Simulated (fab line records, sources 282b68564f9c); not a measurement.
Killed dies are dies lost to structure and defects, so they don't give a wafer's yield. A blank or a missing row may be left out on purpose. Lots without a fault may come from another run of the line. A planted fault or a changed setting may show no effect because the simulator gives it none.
One fault seen from 2 desks | flow rit_cmos | each desk has only its own numbers; what lay behind them comes last

THE TOOL OWNER'S DESK: furnace-03
The tool's own readings at RIT_FOX2_OXIDATION_00 (target thk 350.7 nm, ox time 1130 s): means of the sampled wafers that have a number, for each lot that ran on this tool. A lot is out of limits, marked OUT, if its mean lies more than 4 standard deviations from the usual mean; the brackets give that distance.
Columns: A = zone_power_source_pct at RIT_FOX2_OXIDATION_00, usual 38.9 %
lot  | first seen here | A
L415 | day 2 23:36     | 41.6
L418 | day 3 16:47     | 41.0
L420 | day 4 00:17     | 41.5
L426 | day 5 08:54     | 41.3
This desk's finding: nothing out of limits on any of the 4 lots.

THE METROLOGY DESK
What the gauges read, lot by lot, whatever tool the lot ran on: means of the sampled wafers that have a number. A lot is out of limits, marked OUT, if its mean lies more than 4 standard deviations from the usual mean; the brackets give that distance. Of its 11 readings 7 are shown: those that lie furthest out on some lot.
Columns: A = cd_nm at RIT_ACTIVE_CD_MEAS_11, usual 1400.4 nm; B = cd_nm at RIT_ACTIVE_CD_MEAS_90, usual 1400.5 nm; C = FOX2_OXIDE_THK at RIT_FOX2_THK_MEAS_01, usual 349 nm; D = FIELD_OXIDE_LEFT_1_THK at RIT_FOX2_THK_MEAS_90, usual 321 nm; E = NWELL_OVL at RIT_NWELL_OVL_MEAS_06, usual 0.1 nm; F = PWELL_TW at RIT_PWELL_TW_MEAS_10, usual 943; G = NWELL_RS at RIT_WELLDRIVE_RS_MEAS_01, usual 275.4 ohm/sq
lot  | first seen here | A      | B      | C   | D   | E    | F   | G
L415 | day 2 20:35     | 1400.1 | 1400.3 | 348 | 321 | -0.3 | 938 | 275.4
L416 | day 3 01:35     | 1398.6 | 1398.6 | 338 | 311 | 1.1  | 948 | 276.1
L418 | day 3 13:08     | 1399.0 | 1399.3 | 346 | 318 | -0.3 | 951 | 275.8
L420 | day 3 21:35     | 1400.4 | 1400.3 | 346 | 319 | 0.1  | 955 | 274.2
L425 | day 4 23:41     | 1401.1 | 1401.2 | 359 | 332 | 2.3  | 933 | 276.2
L426 | day 5 03:46     | 1399.3 | 1399.3 | 345 | 317 | -0.5 | 932 | 274.1
L428 | day 5 14:34     | 1397.1 | 1397.0 | 346 | 319 | -0.8 | 927 | 275.8
This desk's finding: nothing out of limits on any of the 7 lots.

PUT TOGETHER
The tool owner's desk saw nothing out of limits.
The metrology desk saw nothing out of limits.

WHAT THE SIMULATOR HAD PUT IN
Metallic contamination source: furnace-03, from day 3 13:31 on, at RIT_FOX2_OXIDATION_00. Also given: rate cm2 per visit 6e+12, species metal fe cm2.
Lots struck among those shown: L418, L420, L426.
